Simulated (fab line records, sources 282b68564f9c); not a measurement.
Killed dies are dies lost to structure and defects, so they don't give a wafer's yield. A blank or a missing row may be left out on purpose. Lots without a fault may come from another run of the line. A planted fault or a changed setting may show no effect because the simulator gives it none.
Problem report in the 8D (eight disciplines) form, filled by code | flow rit_cmos | the parts of the form that need people (team, actions taken, sign-off) are left out

1. THE PROBLEM
tilt_deg at RIT_NRETRO_IMPLANT_08 reads a mean of 11.192 degrees on 6 wafers of 2 lots; wafers without a fault read 6.996 degrees with a standard deviation of 0.019. That is +99 or more standard deviations from the usual mean.
First seen on wafer L549.3, day 6 00:31, on implanter-03. The record holds 42 wafers of 14 lots with a number at this step. Rule for "out", or "out of limits": more than 4 standard deviations from the usual mean. The other wafers with a number count as sound.

2. WHAT IT IS AND WHAT IT IS NOT
question                    | is                     | is not
which readings at this step | tilt_deg               | -
which lots                  | L549, L551             | L531, L533, L534, L535, L536, L538, L539, L540, L541, L546, L552, L554
which wafers of those lots  | all that have a number | -
read on which tools         | implanter-03           | implanter-02, implanter-04
when                        | from day 6 00:31       | up to then (30 sound wafers); but 6 sound wafers of L552, L554 came after

3. SUSPECTS, AND WHAT RULES EACH OUT
Counting: a tool at a process step up to the reading stays a suspect if it ran every lot that is out and no sound lot after the first of them.
- implanter-03 at RIT_NRETRO_IMPLANT_08: kept. It ran every lot that is out, first L549 (day 6 00:31), and no sound lot after that; its last sound lot up to then is L546 (day 5 09:31). Its own readings are out on those wafers: tilt_deg.
Left after counting: implanter-03 at RIT_NRETRO_IMPLANT_08.

4. THE CAUSE (what the simulator had put in)
Process parameter drift: implanter-03, from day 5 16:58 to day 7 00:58, at RIT_NRETRO_IMPLANT_08. Setting tilt_deg, moved by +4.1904, from 7. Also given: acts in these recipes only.
Counting left only this tool.

5. THE CHAIN OF EFFECTS, in route order
Each row: a reading whose mean over the struck wafers that have a number lies more than 3 standard deviations from the usual. Only readings for which the record gives a usual standard deviation are gone through. hours: the time from each lot's start at the first step in this table that gives one to its start at this step, as a median over the lots. sigmas: the change in usual standard deviations.
hours | step                  | reading  | usual         | on struck wafers | change | sigmas
0     | RIT_NRETRO_IMPLANT_08 | tilt_deg | 6.996 degrees | 11.192           | +4.196 | +99 or more
The process steps in it:
- RIT_NRETRO_IMPLANT_08

6. WHAT WOULD HAVE CAUGHT IT SOONER
In this record the first reading out of limits was taken at day 6 00:31, 8 hours after the fault began at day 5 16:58.
